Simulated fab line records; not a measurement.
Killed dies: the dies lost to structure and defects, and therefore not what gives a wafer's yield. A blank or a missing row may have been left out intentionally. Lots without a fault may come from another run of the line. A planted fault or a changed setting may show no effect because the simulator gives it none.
Which tool was responsible? | flow rit-cmos | 21 wafers sampled from 7 lots at 1 step of a route of 202

== WHAT EACH GAUGE READ, for each wafer ==
RIT_NRETRO_OVL_MEAS_06.
lot  | measured    | on         | NRETRO_OVL (nm)
L906 | day 2 09:51 | overlay-01 | 2.4 0.8 3.0
L908 | day 2 20:38 | overlay-02 | 0.9 0.6 1.6
L910 | day 3 06:40 | overlay-02 | 0.5 2.4 -0.9
L915 | day 4 07:35 | overlay-02 | 0.4 0.4 3.2
L920 | day 5 10:03 | overlay-01 | 3.6 2.1 2.2
L924 | day 6 06:49 | overlay-02 | 0.9 0.8 0.5
L927 | day 6 21:06 | overlay-02 | 1.9 1.6 2.7

== WHAT TOOL EACH LOT RAN ON (gives the tool, then ch and the chambers of the sampled wafers, and finally the start) ==
The record shows no process step preceding these readings.

== THE ANSWER, worked out from the rows above alone ==
Rule: the lots themselves supply what counts as usual. The widest of any qualifying gaps counts: lots, ordered by their means at a reading, are off when they make up no more than a third of the lots, leave a main group of 4 or more, and stand apart from it by 3 or more times the standard deviation of that group's means. The tables above print the reading to a certain number of digits; a main group whose means all agree to those digits is not used. Also off: a lot with no number at a reading for which 4 or more lots have one. All remaining lots with rows at the step are treated as sound.
Nothing can be told from this: no lot is off at any reading shown.

== WHAT WAS PUT IN BY THE SIMULATOR ==
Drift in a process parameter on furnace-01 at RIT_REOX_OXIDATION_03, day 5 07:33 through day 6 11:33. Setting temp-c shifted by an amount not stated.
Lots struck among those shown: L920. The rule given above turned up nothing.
